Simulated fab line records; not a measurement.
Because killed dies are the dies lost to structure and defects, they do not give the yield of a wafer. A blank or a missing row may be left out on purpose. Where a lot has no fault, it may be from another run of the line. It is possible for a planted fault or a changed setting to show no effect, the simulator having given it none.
Problem report in the 8D (eight disciplines) form, filled by code	flow berkeley cmos170	the parts of the form that need people (team, actions taken, sign-off) are left out

## 1. THE PROBLEM
ACTIVE_NITRIDE_THK at UCB170_ACTIVE_THK_MEAS_06 reads a mean of 127.8 nm on 9 wafers of 3 lots; wafers without a fault read 221.1 nm with a standard deviation of 2. Relative to the usual mean, that is a shift of -47 standard deviations.
First seen on wafer L333.1, day 7 21:55, on film metro-02. Wafers with a number at this step in the record: 45, from 15 lots. The rule behind "out" and "out of limits": a value lying over 4 standard deviations away from the usual mean. All remaining wafers that have a number are taken as sound.

## 2. WHAT THIS IS AND IS NOT
question	is	is not
which readings at this step	ACTIVE_NITRIDE_THK	-
which lots	L331, L332, L333	L319, L320, L321, L323, L327, L330, L336, L337, L338, L339, L340, L341
which wafers of those lots	all that have a number	-
read on which gauges	film metro-02, film metro-03, film metro-04	-
when	from day 7 21:55	up to then (18 sound wafers); but 18 sound wafers of L336, L337, L338, L339, L340, L341 came after

## 3. THE SUSPECTS, EACH WITH WHAT RULES IT OUT
Counting: a tool at a process step up to the reading stays a suspect if it ran every lot that is out and no sound lot after the first of them.
- ruled out: the gauge at UCB170_ACTIVE_THK_MEAS_06. The wafers that are out were read on 3 gauges (film metro-02, film metro-03, film metro-04).
- lpcvd-01 at UCB170_ACTIVE_CVD_05 (deposits Si3N4 from SiH2Cl2/NH3, target thk 220 nm, time 3300 s): kept. Every lot that is out went through it, starting with L331 (day 7 19:59), and after that it ran no sound lot; the last sound lot it ran before then is L330 (day 7 12:09). On those wafers its own readings are out: spike tc centre C, spike tc load C, spike tc source C, susceptor temp C.
The count leaves lpcvd-01 at UCB170_ACTIVE_CVD_05.

## 4. THE CAUSE (what the simulator had put in)
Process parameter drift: lpcvd-01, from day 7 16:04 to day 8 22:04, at UCB170_ACTIVE_CVD_05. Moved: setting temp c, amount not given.
After counting, this tool was the only one left.

## 5. THE EFFECT CHAIN, in route order
One row per reading whose mean, taken over the struck wafers that have a number, lies over 3 standard deviations from the usual. Only readings for which the record gives a usual standard deviation are gone through. hours: the time from each lot's start at the first step in this table that gives one to its start at this step, as a median over the lots. sigmas: the change in usual standard deviations.
hours	step	reading	usual	on struck wafers	change	sigmas
0	UCB170_ACTIVE_CVD_05	spike tc centre C	802.1 C	773.0	-29.1	-21
0	UCB170_ACTIVE_CVD_05	spike tc load C	825 C	794	-31	-10
0	UCB170_ACTIVE_CVD_05	spike tc source C	824.0 C	794.6	-29.4	-10
0	UCB170_ACTIVE_CVD_05	susceptor temp C	800.1 C	771.1	-29.0	-78
2	UCB170_ACTIVE_THK_MEAS_06	ACTIVE_NITRIDE_THK	221.1 nm	127.8	-93.3	-47
3	UCB170_ACTIVE_ETCH_15	oes product au	0.948 a.u.	0.713	-0.235	-20
Here are the process steps it includes:
- UCB170_ACTIVE_CVD_05: deposits Si3N4 from SiH2Cl2/NH3, target thk 220 nm, time 3300 s.
- UCB170_ACTIVE_ETCH_15: etches Si3N4 in CH3F/Ar/O2, stops on SiO2, target depth 242 nm, time 151 s.

## 6. WHAT WOULD HAVE CAUGHT IT SOONER
Counted from the fault's start at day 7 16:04, it took 6 hours until the first out-of-limits reading at a measuring or inspecting step in this record, taken at day 7 21:55.
The tool's own readings at UCB170_ACTIVE_CVD_05 were out on every struck wafer that the step has a row for (spike tc centre C, spike tc load C, spike tc source C, susceptor temp C): an alarm limit on them would have fired on the first of those.
The start of UCB170_ACTIVE_CVD_05 on lpcvd-01 came by day 7 21:55 for every one of the lots that are out (3). Had the tool been put on hold then, not one of them would have been saved.
